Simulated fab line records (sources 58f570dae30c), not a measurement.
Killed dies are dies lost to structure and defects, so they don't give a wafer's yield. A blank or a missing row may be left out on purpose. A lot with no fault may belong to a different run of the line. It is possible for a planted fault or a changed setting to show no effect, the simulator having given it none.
2 desks looking at one fault -- flow berkeleyCmos170 -- numbers are kept per desk, each desk with only its own; the story behind them comes last

THE METROLOGY DESK
What the gauges read, lot by lot, whatever tool the lot ran on: means of the sampled wafers that have a number. Any lot whose mean is over 4 standard deviations away from the usual mean is out of limits and marked OUT; that distance is given in the brackets.
Columns: A = PLDD_TW at UCB170_PLDD_TW_MEAS_11, usual 1011; B = PLDD_RS at UCB170_SDANNEAL_RS_MEAS_04, usual 1032 ohm/sq
lot,first seen here,A,B
L999,day 6 18:11,1012,1034
L998,day 6 18:44,1016,1034
L103,day 7 07:24,1018,1032
L104,day 7 14:49,1014,1030
L105,day 8 05:25,1405 (+50) OUT,461 (-99 or more) OUT
L109,day 8 08:34,1402 (+49) OUT,463 (-99 or more) OUT
L112,day 9 02:14,997,1034
L117,day 10 00:41,1018,1034
L118,day 10 01:02,996,1030
L121,day 11 11:50,1010,1033
This desk's finding: out of limits on L105, L109; first on L105, day 8 05:25 (PLDD_TW at UCB170_PLDD_TW_MEAS_11). L999, L998, L103, L104, L112, L117, L118, L121 stayed within limits.

THE TOOL OWNER'S DESK: implanter-04
The tool's own readings at UCB170_PLDD_IMPLANT_08: means of the sampled wafers that have a number, for each lot that ran on this tool. Any lot whose mean is over 4 standard deviations away from the usual mean is out of limits and marked OUT; that distance is given in the brackets.
Columns: A = beamOnS at UCB170_PLDD_IMPLANT_08, usual 10.00 s; B = doseIonsCm2 at UCB170_PLDD_IMPLANT_08, usual 5e+13; C = faradayCurrentUA at UCB170_PLDD_IMPLANT_08, usual 159
lot,first seen here,A,B,C
L999,day 6 17:47,9.97,5e+13,159
L105,day 8 05:01,41.06 (+99 or more) OUT,3e+14 (+99 or more) OUT,193 (+11) OUT
L109,day 8 08:11,39.64 (+99 or more) OUT,2e+14 (+99 or more) OUT,200 (+13) OUT
This desk's finding: out of limits on L105, L109; first on L105, day 8 05:01 (beamOnS at UCB170_PLDD_IMPLANT_08). L999 stayed within limits.

ALL TOGETHER
An alarm could have come from the tool owner's desk at day 8 05:01, on L105, L109.
At day 8 05:25 the metrology desk could have sounded an alarm, on L105, L109.
On implanter-04, each named lot ran UCB170_PLDD_IMPLANT_08.

WHAT WAS PUT IN BY THE SIMULATOR
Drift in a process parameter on implanter-04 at UCB170_PLDD_IMPLANT_08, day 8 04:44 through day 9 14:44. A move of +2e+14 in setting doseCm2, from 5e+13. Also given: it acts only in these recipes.
Shown lots that were struck: L105, L109.
Time in hours from fault onset to the first out-of-limits reading at each desk: tool owner's desk 0, metrology desk 1.
